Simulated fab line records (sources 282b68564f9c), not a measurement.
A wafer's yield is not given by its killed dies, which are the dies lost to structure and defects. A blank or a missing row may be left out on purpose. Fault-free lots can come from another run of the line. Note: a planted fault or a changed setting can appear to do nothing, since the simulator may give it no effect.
fab line records	flow rit-cmos
record lots=6	wafers=18	last-day=7
route steps=202 shown SDANNEAL@153 PSD@157 NSD@158 PLDD@159 NLDD@160 SILICIDE@161 M1@202
lots that met no fault: taken from a fault-free run of the same line
start-h: start of the lot's first displayed wafer, in hours after the record's first day	wait-h: how many hours have passed since the lot's step before this one	" the same as in the row above	L1.1+2: one row covering several wafers at once	- no value, or no start was given	* or withheld: withheld	< > ~ a bound
route shown NAME@n: names a module that has steps shown in the file, with the first one's number in the route	usual: mean and standard deviation over wafers with no fault	same: alike in all rows	chamber/n: place in a boat	sites: each site's reading	_std_site: their standard deviation	_edge_site: outer sites' mean less inner sites'	radius-mm: how far each site lies from the wafer's centre	mask NAME#n: copy n	behind: the last tool/chamber to shape the wafer	hold: cause of the lot's hold/its duration in hours/its outcome	device: transistor that didn't switch, given as n, p or np	end of line: the same wafers' tests at the end of the route	for a step that has no rows: nothing shown but its recipe	killed: dies that structure and defects cost at the first sort, which is not the same as the wafer's yield	map: dies across one wafer; x = killed, . = not, _ = none there
set.NAME: the setting the step ran with; set.NAME@STEP: the setting that earlier step ran with	model.NAME: the simulator's own value behind a step, which no gauge read
lots at selected steps of the route; one table per step, one row per wafer
services: when a tool's chamber went out of use (start-h, in hours from the record's first day, below 0 if earlier), for how many hours, and the reason
## steps
# step RIT_SDANNEAL_CLEAN_00
# recipe chemistry=SC1	mix=3:3:50	time-s=600	temp-c=75
# step RIT_SDANNEAL_CLEAN_01
# recipe chemistry=dHF	dilution=50:1	time-s=30
# step RIT_SDANNEAL_CLEAN_02
# recipe chemistry=SC2	mix=3:3:50	time-s=600	temp-c=75	dry=n2-spin
# step RIT_SDANNEAL_RTA_03
# recipe temp-c=1050	time-s=5	idle-temp-c=600	ramp-up-c-per-s=342	ramp-down-c-per-s=171	cool-to-c=600	ambient=N2
# usual wafer_temp_C_max=1053.5/1.3
lot.wafer	tool	chamber	start-h	wait-h	wafer_temp_C_max
L231.1	rtp-anneal-01	0	55.18	0.0	1051.6
L231.2	"	0	"	"	1053.9
L231.4	"	0	"	"	1052.2
L232.2	rtp-anneal-02	0	56.78	0.0	1054.3
L232.3	"	0	"	"	1053.3
L232.4	"	0	"	"	1053.7
L242.1	rtp-anneal-02	0	106.10	0.0	1053.1
L242.4	"	0	"	"	1053.5
L242.6	"	0	"	"	1054.1
L244.1	rtp-anneal-02	0	114.03	0.0	1053.8
L244.2	"	0	"	"	1051.9
L244.3	"	0	"	"	1053.3
L247.1	rtp-anneal-01	0	130.37	0.0	1051.2
L247.3	"	0	"	"	1053.5
L247.4	"	0	"	"	1052.9
L253.2	rtp-anneal-01	0	161.27	0.0	1052.4
L253.3	"	0	"	"	1057.0
L253.5	"	0	"	"	1053.3
# step RIT_SDANNEAL_RS_MEAS_04
# recipe thk-meas-gauge=four-point-probe
# usual PSD_RS=115.42/0.27
lot.wafer	tool	chamber	start-h	wait-h	PSD_RS[ohm/sq]
L231.1	film-metro-01	-	55.23	0.0	115.06
L231.2	"	-	"	"	115.15
L231.4	"	-	"	"	115.26
L232.2	film-metro-01	-	56.85	0.1	115.22
L232.3	"	-	"	"	115.61
L232.4	"	-	"	"	115.36
L242.1	film-metro-02	-	106.16	0.0	115.53
L242.4	"	-	"	"	115.69
L242.6	"	-	"	"	115.69
L244.1	film-metro-01	-	114.09	0.0	115.50
L244.2	"	-	"	"	115.29
L244.3	"	-	"	"	115.58
L247.1	film-metro-04	-	130.43	0.0	115.94
L247.3	"	-	"	"	115.61
L247.4	"	-	"	"	116.00
L253.2	film-metro-01	-	161.34	0.1	116.12
L253.3	"	-	"	"	115.73
L253.5	"	-	"	"	115.37
# step RIT_SDANNEAL_RS_MEAS_05
# recipe thk-meas-gauge=four-point-probe
# usual NSD_RS=84.6/0.32
lot.wafer	tool	chamber	start-h	wait-h	NSD_RS[ohm/sq]
L231.1	film-metro-01	-	55.35	0.1	84.6
L231.2	"	-	"	"	84.5
L231.4	"	-	"	"	84.3
L232.2	film-metro-01	-	56.97	0.1	85.1
L232.3	"	-	"	"	85.3
L232.4	"	-	"	"	85.2
L242.1	film-metro-02	-	106.28	0.1	85.0
L242.4	"	-	"	"	84.9
L242.6	"	-	"	"	85.2
L244.1	film-metro-01	-	114.21	0.1	84.0
L244.2	"	-	"	"	84.5
L244.3	"	-	"	"	84.4
L247.1	film-metro-04	-	130.55	0.1	84.7
L247.3	"	-	"	"	84.3
L247.4	"	-	"	"	84.7
L253.2	film-metro-01	-	161.46	0.1	84.7
L253.3	"	-	"	"	85.0
L253.5	"	-	"	"	84.5
# step RIT_SDANNEAL_RS_MEAS_06
# recipe thk-meas-gauge=four-point-probe
# usual PLDD_RS=178.6/0.46
lot.wafer	tool	chamber	start-h	wait-h	PLDD_RS[ohm/sq]
L231.1	film-metro-01	-	55.47	0.1	178.1
L231.2	"	-	"	"	178.1
L231.4	"	-	"	"	178.4
L232.2	film-metro-01	-	57.09	0.1	178.5
L232.3	"	-	"	"	178.9
L232.4	"	-	"	"	178.4
L242.1	film-metro-02	-	106.40	0.1	178.5
L242.4	"	-	"	"	178.7
L242.6	"	-	"	"	178.6
L244.1	film-metro-01	-	114.33	0.1	178.6
L244.2	"	-	"	"	178.4
L244.3	"	-	"	"	178.1
L247.1	film-metro-04	-	130.67	0.1	178.9
L247.3	"	-	"	"	179.0
L247.4	"	-	"	"	179.0
L253.2	film-metro-01	-	161.58	0.1	179.2
L253.3	"	-	"	"	178.3
L253.5	"	-	"	"	178.4
# step RIT_SDANNEAL_RS_MEAS_07
# recipe thk-meas-gauge=four-point-probe
# usual NLDD_RS=154.5/0.61
lot.wafer	tool	chamber	start-h	wait-h	NLDD_RS[ohm/sq]
L231.1	film-metro-01	-	55.59	0.1	154.4
L231.2	"	-	"	"	154.5
L231.4	"	-	"	"	154.5
L232.2	film-metro-01	-	57.21	0.1	155.8
L232.3	"	-	"	"	154.9
L232.4	"	-	"	"	154.8
L242.1	film-metro-02	-	106.52	0.1	154.8
L242.4	"	-	"	"	155.5
L242.6	"	-	"	"	154.8
L244.1	film-metro-01	-	114.45	0.1	155.6
L244.2	"	-	"	"	155.6
L244.3	"	-	"	"	155.3
L247.1	film-metro-04	-	130.79	0.1	154.7
L247.3	"	-	"	"	154.7
L247.4	"	-	"	"	154.9
L253.2	film-metro-01	-	161.70	0.1	154.4
L253.3	"	-	"	"	154.4
L253.5	"	-	"	"	154.5
# step RIT_SILICIDE_WET_ETCH_00
# recipe chemistry=BOE	target=SiO2	target-depth-nm=14	time-s=15	dry=n2-spin	dilution=10:1	temp-c=21.5
# step RIT_SILICIDE_SPUTTER_01
# recipe material=Ti	target-thk-nm=30	power-w=350	chamber-pressure-pa=0.667	gas=Ar	time-s=240	substrate-temp-c=25
# usual substrate-temp-c=24.98/0.12	throttle-valve-pct=30.1/0.92
lot.wafer	tool	chamber	start-h	wait-h	substrate-temp-c	throttle-valve-pct
L231.1	pvd-sputter-04	-	55.73	0.0	24.81	29.5
L231.2	"	-	"	"	25.02	30.4
L231.4	"	-	"	"	24.75	29.8
L232.2	pvd-sputter-03	-	57.32	0.0	25.14	29.0
L232.3	"	-	"	"	24.96	30.6
L232.4	"	-	"	"	25.09	29.2
L242.1	pvd-sputter-04	-	106.65	0.0	25.08	31.7
L242.4	"	-	"	"	25.06	30.4
L242.6	"	-	"	"	24.98	30.7
L244.1	pvd-sputter-04	-	114.58	0.0	25.07	29.8
L244.2	"	-	"	"	25.06	31.9
L244.3	"	-	"	"	24.83	29.2
L247.1	pvd-sputter-03	-	130.92	0.0	25.05	29.7
L247.3	"	-	"	"	25.03	30.5
L247.4	"	-	"	"	24.94	28.9
L253.2	pvd-sputter-03	-	161.81	0.0	25.16	29.5
L253.3	"	-	"	"	24.75	28.9
L253.5	"	-	"	"	24.79	29.2
# step RIT_SILICIDE_RS_MEAS_02
# recipe thk-meas-gauge=four-point-probe	reads=Ti_of_SILICIDE_SPUTTER_01
# usual SILICIDE_TI_RS=47.7/0.83
lot.wafer	tool	chamber	start-h	wait-h	SILICIDE_TI_RS[ohm/sq]
L231.1	film-metro-02	-	55.88	0.1	47.9
L231.2	"	-	"	"	48.1
L231.4	"	-	"	"	47.3
L232.2	film-metro-02	-	57.49	0.1	47.5
L232.3	"	-	"	"	47.9
L232.4	"	-	"	"	47.9
L242.1	film-metro-01	-	106.80	0.1	47.7
L242.4	"	-	"	"	47.9
L242.6	"	-	"	"	47.7
L244.1	film-metro-03	-	114.73	0.1	45.9
L244.2	"	-	"	"	46.8
L244.3	"	-	"	"	46.3
L247.1	film-metro-02	-	131.07	0.1	49.2
L247.3	"	-	"	"	47.4
L247.4	"	-	"	"	47.0
L253.2	film-metro-02	-	161.98	0.1	48.7
L253.3	"	-	"	"	48.2
L253.5	"	-	"	"	49.0
# step RIT_SILICIDE_THK_MEAS_03
# recipe thk-meas-gauge=xrf	reads=Ti_of_SILICIDE_SPUTTER_01
# usual SILICIDE_TI_THK=29.9/0.41
lot.wafer	tool	chamber	start-h	wait-h	SILICIDE_TI_THK[nm]
L231.1	film-metro-02	-	56.00	0.1	29.9
L231.2	"	-	"	"	29.9
L231.4	"	-	"	"	30.2
L232.2	film-metro-02	-	57.60	0.1	30.1
L232.3	"	-	"	"	29.8
L232.4	"	-	"	"	29.9
L242.1	film-metro-01	-	106.92	0.1	30.0
L242.4	"	-	"	"	29.9
L242.6	"	-	"	"	30.1
L244.1	film-metro-03	-	114.85	0.1	30.8
L244.2	"	-	"	"	30.4
L244.3	"	-	"	"	30.6
L247.1	film-metro-02	-	131.19	0.1	29.6
L247.3	"	-	"	"	30.2
L247.4	"	-	"	"	30.4
L253.2	film-metro-02	-	162.09	0.1	29.6
L253.3	"	-	"	"	29.8
L253.5	"	-	"	"	29.4
# step RIT_SILICIDE_RTA_04
# recipe temp-c=650	time-s=10	idle-temp-c=25	ramp-up-s=5	ramp-down-s=5	cool-to-c=25	ambient=N2
# usual wafer_temp_C_max=652.7/0.61
lot.wafer	tool	chamber	start-h	wait-h	wafer_temp_C_max
L231.1	rtp-anneal-02	0	56.06	0.1	652.5
L231.2	"	0	"	"	653.0
L231.4	"	0	"	"	652.3
L232.2	rtp-anneal-01	0	57.66	0.1	653.1
L232.3	"	0	"	"	652.6
L232.4	"	0	"	"	652.5
L242.1	rtp-anneal-01	0	106.98	0.1	657.3
L242.4	"	0	"	"	657.8
L242.6	"	0	"	"	657.5
L244.1	rtp-anneal-01	0	114.91	0.1	657.6
L244.2	"	0	"	"	657.0
L244.3	"	0	"	"	656.9
L247.1	rtp-anneal-02	0	131.25	0.1	652.3
L247.3	"	0	"	"	652.5
L247.4	"	0	"	"	653.0
L253.2	rtp-anneal-02	0	162.15	0.1	652.6
L253.3	"	0	"	"	652.6
L253.5	"	0	"	"	652.6
# step RIT_SILICIDE_WET_ETCH_05
# recipe chemistry=SPM	target=Ti	temp-c=90	time-s=120	dry=n2-spin
# step RIT_M1_PROBE_99
# usual killed_at_M0_to_M3=0.0/0.2	killed-at-contacts=0.2/0.38	killed-at-front-end=6.7/3	killed-dies=6.9/3	killed-open=3.5/1.9	killed-short=3.3/2
# same gross-dies=264	killed_at_M4_up=0	killed-at-back-side=0	killed-at-other=0
lot.wafer	tool	chamber	start-h	wait-h	killed_at_M0_to_M3	killed-at-contacts	killed-at-front-end	killed-dies	killed-open	killed-short
L231.1	prober-02	-	64.08	0.1	0	0	5	5	2	3
L231.2	prober-02	-	64.13	0.1	0	0	2	2	1	1
L231.4	prober-02	-	64.23	0.2	0	0	7	7	4	3
L232.2	prober-02	-	65.46	0.1	0	0	3	3	2	1
L232.3	prober-02	-	65.51	0.2	0	0	6	6	3	3
L232.4	prober-02	-	65.56	0.2	0	0	1	1	0	1
L242.1	prober-02	-	113.85	0.1	0	0	3	3	1	2
L242.4	prober-02	-	114.00	0.2	0	0	5	5	2	3
L242.6	prober-02	-	114.10	0.2	1	0	3	4	2	2
L244.1	prober-02	-	121.56	0.1	0	0	9	9	7	2
L244.2	prober-02	-	121.61	0.1	0	0	6	6	4	2
L244.3	prober-02	-	121.66	0.2	0	0	5	5	3	2
L247.1	prober-01	-	138.67	0.1	0	0	13	13	7	6
L247.3	prober-01	-	138.77	0.2	0	0	6	6	3	3
L247.4	prober-01	-	138.82	0.2	0	0	12	12	3	9
L253.2	prober-01	-	168.80	0.1	0	2	3	5	1	2
L253.3	prober-01	-	168.85	0.2	0	0	7	7	5	2
L253.5	prober-01	-	168.95	0.2	0	0	7	7	2	5
# killed by level:class
L231.1 REOX:geometric-particle:short=2 FOX2:geometric-particle:open=1 REOX:geometric-particle:open=1 SPACER:geometric-particle:short=1
L231.2 GATE:geometric-particle:open=1 GATE:geometric-particle:short=1
L231.4 GATE:geometric-particle:short=2 FOX1:geometric-particle:open=1 FOX1:geometric-particle:short=1 GATE:geometric-particle:open=1 SPACER:geometric-particle:open=1 SILICIDE:geometric-particle:open=1
L232.2 GATE:geometric-particle:open=2 FOX2:geometric-particle:short=1
L232.3 FOX1:geometric-particle:open=1 FOX2:geometric-particle:open=1 GATE:geometric-particle:short=1 GATE:geometric-particle:open=1 REOX:geometric-particle:short=1 SILICIDE:geometric-particle:short=1
L232.4 SILICIDE:geometric-particle:short=1
L242.1 FOX1:geometric-particle:open=1 REOX:geometric-particle:short=1 SPACER:geometric-particle:short=1
L242.4 FOX2:geometric-particle:short=1 GATE:geometric-particle:short=1 SPACER:geometric-particle:open=1 SILICIDE:geometric-particle:short=1 SILICIDE:geometric-particle:open=1
L242.6 GATE:geometric-particle:open=2 GATE:geometric-particle:short=1 M1:geometric-particle:short=1
L244.1 GATE:geometric-particle:open=4 FOX1:geometric-particle:open=1 GATE:geometric-particle:short=1 SPACER:geometric-particle:open=1 SILICIDE:geometric-particle:open=1 SILICIDE:geometric-particle:short=1
L244.2 FOX1:geometric-particle:open=1 FOX2:geometric-particle:open=1 GATE:geometric-particle:short=1 GATE:geometric-particle:open=1 REOX:geometric-particle:short=1 REOX:geometric-particle:open=1
L244.3 GATE:geometric-particle:open=2 GATE:geometric-particle:short=2 FOX2:geometric-particle:open=1
L247.1 GATE:geometric-particle:open=5 GATE:geometric-particle:short=5 FOX1:geometric-particle:open=1 FOX2:geometric-particle:open=1 REOX:geometric-particle:short=1
L247.3 GATE:geometric-particle:open=1 GATE:geometric-particle:short=1 REOX:geometric-particle:open=1 REOX:geometric-particle:short=1 SPACER:geometric-particle:open=1 SILICIDE:geometric-particle:short=1
L247.4 GATE:geometric-particle:short=3 GATE:geometric-particle:open=3 SPACER:geometric-particle:short=3 SILICIDE:geometric-particle:short=2 REOX:geometric-particle:short=1
L253.2 CONTACT:coat-microbubble-printed=2 FOX1:geometric-particle:short=1 GATE:geometric-particle:open=1 REOX:geometric-particle:short=1
L253.3 GATE:geometric-particle:open=2 FOX2:geometric-particle:open=1 FOX2:geometric-particle:short=1 REOX:geometric-particle:open=1 SPACER:geometric-particle:short=1 SILICIDE:geometric-particle:open=1
L253.5 GATE:geometric-particle:short=2 FOX2:geometric-particle:short=1 SPACER:geometric-particle:open=1 SPACER:geometric-particle:short=1 SILICIDE:geometric-particle:short=1 SILICIDE:geometric-particle:open=1
## services
tool	chamber	start-h	hours	kind
pvd-sputter-03	-	35.44	8.2	repair
pvd-sputter-04	-	72.78	7.1	repair
## key
first-sign step=RIT_SILICIDE_RTA_04	reading=wafer_temp_C_max	direction=up	sigmas=7.6	usual=*	struck=*
effect none on later readings
met-at RIT_SILICIDE_RTA_04
struck-wafers L242.1,L242.4,L242.6,L244.1,L244.2,L244.3
tester-left-out L242,L244
onset-between 57.66 106.98
fault kind=process-parameter-drift	tool=rtp-anneal-01	chamber=-	onset-h=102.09	steps=RIT_SILICIDE_RTA_04	channel=temp-c	offset=*	shape=step	end-h=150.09	acts-in=*	stated=*
# tester-left-out: of these lots the tester's yield and bins aren't shown, on N5 and GAA mostly nor the transistor test; their killed dies are dies lost to structure and defects alone, not to doping, threshold or leakage, so they don't give the yield
